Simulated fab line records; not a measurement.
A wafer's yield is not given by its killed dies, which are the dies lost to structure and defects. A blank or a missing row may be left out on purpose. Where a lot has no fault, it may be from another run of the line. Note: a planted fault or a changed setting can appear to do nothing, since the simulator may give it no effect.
What tool caused it?    flow berkeley-cmos170    15 lots with 45 wafers sampled at 7 steps, on a route of 331 steps

## WHAT THE GAUGES SHOWED, per wafer
UCB170_NWELL_THK_MEAS_05.
lot   measured     on             NWELL_NITRIDE_THK (nm)
L187  day 2 17:38  film-metro-02  219.8 221.8 222.0
L188  day 2 17:38  film-metro-04  220.3 224.0 224.0
L190  day 3 04:52  film-metro-01  223.3 224.2 222.7
L191  day 3 07:32  film-metro-04  223.7 222.9 221.5
L192  day 3 18:08  film-metro-02  220.4 220.6 219.6
L194  day 3 18:11  film-metro-04  225.7 225.9 224.4
L196  day 4 09:09  film-metro-01  221.1 222.4 224.8
L197  day 4 11:38  film-metro-01  228.4 228.1 229.4
L198  day 4 17:53  film-metro-01  229.9 229.6 227.7
L199  day 4 17:53  film-metro-04  224.9 223.2 222.8
L202  day 5 07:31  film-metro-01  220.8 222.3 222.9
L200  day 5 07:32  film-metro-02  229.3 229.5 228.3
L201  day 5 07:35  film-metro-04  222.7 223.5 222.3
L207  day 6 10:50  film-metro-02  227.5 226.3 227.4
L204  day 6 10:52  film-metro-04  225.6 224.9 226.8

UCB170_PFIELD_OVL_MEAS_06.
lot   measured     on          PFIELD_OVL (nm)
L187  day 4 19:44  overlay-01  1 12 10
L188  day 4 19:23  overlay-02  -5 -6 -9
L190  day 5 18:28  overlay-01  -7 -10 2
L191  day 5 18:08  overlay-02  -7 -6 -10
L192  day 6 09:22  overlay-02  1 -4 -2
L194  day 6 09:43  overlay-01  1 -2 8
L196  day 7 01:35  overlay-01  -7 2 -5
L197  day 7 01:22  overlay-02  1 3 -13
L198  day 7 06:05  overlay-01  -4 -1 -14
L199  day 7 06:19  overlay-01  0 3 1
L202  day 7 15:11  overlay-02  4 3 -4
L200  day 7 16:07  overlay-02  -1 7 2
L201  day 7 15:51  overlay-02  -8 6 7
L207  day 8 20:01  overlay-02  3 2 8
L204  day 8 19:54  overlay-01  -7 -1 2

UCB170_FIELD_THK_MEAS_02.
lot   measured     on             FIELD_OXIDE_THK (nm)
L187  day 5 03:37  film-metro-02  581 578 584
L188  day 5 03:34  film-metro-03  561 565 573
L190  day 6 01:21  film-metro-03  560 555 564
L191  day 6 01:16  film-metro-01  566 576 572
L192  day 6 15:12  film-metro-02  575 564 566
L194  day 6 15:11  film-metro-03  563 571 564
L196  day 7 09:10  film-metro-03  570 567 569
L197  day 7 09:10  film-metro-02  567 559 550
L198  day 7 12:46  film-metro-01  577 573 566
L199  day 7 12:46  film-metro-03  563 562 567
L202  day 7 21:41  film-metro-03  423 419 414
L200  day 7 21:46  film-metro-03  419 429 421
L201  day 7 21:43  film-metro-01  432 434 434
L207  day 9 04:33  film-metro-02  576 581 573
L204  day 9 04:34  film-metro-01  569 558 572

UCB170_FIELD_THK_MEAS_90.
lot   measured     on             FIELD_OXIDE_LEFT_1_THK (nm)
L187  day 5 16:32  film-metro-03  463 461 467
L188  day 5 16:36  film-metro-02  444 448 457
L190  day 6 10:52  film-metro-01  442 437 446
L191  day 6 10:47  film-metro-02  449 458 454
L192  day 7 00:20  film-metro-01  458 447 449
L194  day 7 00:20  film-metro-03  445 454 446
L196  day 7 18:06  film-metro-01  452 451 452
L197  day 7 18:03  film-metro-01  450 441 434
L198  day 7 18:02  film-metro-02  460 456 449
L199  day 7 18:02  film-metro-03  445 445 449
L202  day 8 07:17  film-metro-03  305 302 296
L200  day 8 07:18  film-metro-02  304 314 305
L201  day 8 07:19  film-metro-01  315 318 318
L207  day 9 14:13  film-metro-01  458 464 456
L204  day 9 14:13  film-metro-03  451 441 455

UCB170_FIELD_THK_MEAS_91.
lot   measured      on             FIELD_OXIDE_LEFT_2_THK (nm)
L187  day 6 15:58   film-metro-03  375 373 379
L188  day 6 15:28   film-metro-03  356 360 368
L190  day 7 06:00   film-metro-03  354 349 358
L191  day 7 06:19   film-metro-01  361 371 366
L192  day 7 19:28   film-metro-03  369 358 360
L194  day 7 18:16   film-metro-01  358 366 359
L196  day 8 15:28   film-metro-02  363 362 362
L197  day 8 14:28   film-metro-02  361 352 345
L198  day 8 15:12   film-metro-02  371 368 361
L199  day 8 15:16   film-metro-03  357 357 361
L202  day 9 05:23   film-metro-02  216 214 207
L200  day 9 04:29   film-metro-03  215 225 216
L201  day 9 05:07   film-metro-02  226 229 228
L207  day 10 12:15  film-metro-01  371 376 368
L204  day 10 11:45  film-metro-01  363 353 367

## EACH LOT AND THE TOOL THAT RAN IT (in order: tool; ch and the chambers of the sampled wafers; start)
lot   UCB170_NWELL_STRIP_15                UCB170_FIELD_OXIDATION_01
L187  plasma-asher-04 ch 0,1, day 2 18:58  furnace-02 ch 0, day 5 00:34
L188  plasma-asher-02 ch 1, day 2 19:06    furnace-02 ch 0, day 5 00:34
L190  plasma-asher-02 ch 0,1, day 3 06:57  furnace-02 ch 0, day 5 22:16
L191  plasma-asher-04 ch 0,1, day 3 08:43  furnace-02 ch 0, day 5 22:16
L192  plasma-asher-03 ch 0,1, day 3 19:52  furnace-02 ch 0, day 6 12:11
L194  plasma-asher-02 ch 0,1, day 3 20:20  furnace-02 ch 0, day 6 12:11
L196  plasma-asher-02 ch 0,1, day 4 11:42  furnace-04 ch 0, day 7 06:09
L197  plasma-asher-03 ch 0,1, day 4 13:23  furnace-04 ch 0, day 7 06:09
L198  plasma-asher-04 ch 1, day 4 21:01    furnace-02 ch 0, day 7 09:46
L199  plasma-asher-02 ch 0,1, day 4 20:55  furnace-02 ch 0, day 7 09:46
L202  plasma-asher-03 ch 0,1, day 5 10:23  furnace-04 ch 0, day 7 18:41
L200  plasma-asher-04 ch 0,1, day 5 10:06  furnace-04 ch 0, day 7 18:41
L201  plasma-asher-02 ch 0,1, day 5 10:41  furnace-04 ch 0, day 7 18:41
L207  plasma-asher-03 ch 0,1, day 6 13:47  furnace-02 ch 0, day 9 01:33
L204  plasma-asher-02 ch 0,1, day 6 13:58  furnace-02 ch 0, day 9 01:33
- UCB170_NWELL_STRIP_15: strips in O2.
- UCB170_FIELD_OXIDATION_01: target thk 558.3 nm, ox time 7200 s.

## WHAT THE TOOLS THEMSELVES READ (means of the sampled wafers that have a number; where no wafer has one, the mark that the record gives instead)
UCB170_NWELL_STRIP_15.
lot   tool             drypump-motor-current-A (A)  o2-flow-sccm (sccm)  oes-product-au (a.u.)  strip-time-to-endpoint-s (s)
L187  plasma-asher-04  5.6                          400.4                0.723                  18.38
L188  plasma-asher-02  5.7                          401.1                0.723                  18.12
L190  plasma-asher-02  5.4                          400.1                0.720                  18.16
L191  plasma-asher-04  5.6                          399.8                0.721                  18.10
L192  plasma-asher-03  6.0                          400.5                0.716                  17.97
L194  plasma-asher-02  5.6                          400.3                0.724                  18.05
L196  plasma-asher-02  5.4                          399.7                0.719                  17.98
L197  plasma-asher-03  6.0                          400.0                0.722                  18.09
L198  plasma-asher-04  4.8                          399.7                0.722                  18.05
L199  plasma-asher-02  5.6                          400.6                0.722                  18.08
L202  plasma-asher-03  6.2                          400.9                0.718                  18.15
L200  plasma-asher-04  5.2                          400.6                0.722                  18.18
L201  plasma-asher-02  5.4                          399.8                0.720                  18.13
L207  plasma-asher-03  6.2                          400.6                0.721                  18.09
L204  plasma-asher-02  5.4                          400.9                0.721                  18.18

UCB170_FIELD_OXIDATION_01.
lot   tool        spike-tc-source-C (C)
L187  furnace-02  1025.5
L188  furnace-02  1024.1
L190  furnace-02  1025.4
L191  furnace-02  1023.8
L192  furnace-02  1025.6
L194  furnace-02  1025.1
L196  furnace-04  1030.2
L197  furnace-04  1030.4
L198  furnace-02  1025.3
L199  furnace-02  1025.2
L202  furnace-04  1028.7
L200  furnace-04  1029.7
L201  furnace-04  1031.6
L207  furnace-02  1024.5
L204  furnace-02  1024.6

## THE ANSWER, worked out from the rows above alone
Rule: usual is defined by the lots themselves. Put in order of their means at a reading, lots are off if they are a third of the lots or fewer, leave a main group of 4 or more, and stand apart from it by a gap of 3 or more times the standard deviation of the main group's means; of several such gaps the widest counts. Not used: any main group whose means are identical at the precision the tables above print for the reading. Also off: a lot with no number at a reading for which 4 or more lots have one. Any other lot the step has rows for is counted as sound. The gauges are gone through in route order, then the tools' own readings, and for those a lot's mean is taken as printed above. At the first step where some lot is off, the reading lying furthest off is the one used; lots without a number count as furthest.
Off: L202, L200, L201, at UCB170_FIELD_THK_MEAS_02 (FIELD_OXIDE_THK). The main group: mean 568 nm, standard deviation 6.1.
If a tool, at a process step before that reading, ran all the lots that are off and no sound lot after the first of them, it fits. The gauges at UCB170_FIELD_THK_MEAS_02 aren't tried: what is off there is off at UCB170_FIELD_OXIDATION_01 too, on other tools, and a gauge's error can't cause that. One fits: furnace-04 at UCB170_FIELD_OXIDATION_01. A fault onset in the window from L196 (day 7 06:09, its last sound lot) to L200 (day 7 18:41, its first lot off) fits.

## WHAT THE SIMULATOR PUT IN
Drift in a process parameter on furnace-04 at UCB170_FIELD_OXIDATION_01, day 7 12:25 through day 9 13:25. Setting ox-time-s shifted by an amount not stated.
Shown lots that were struck: L202, L200, L201. The rule above reached the same finding.
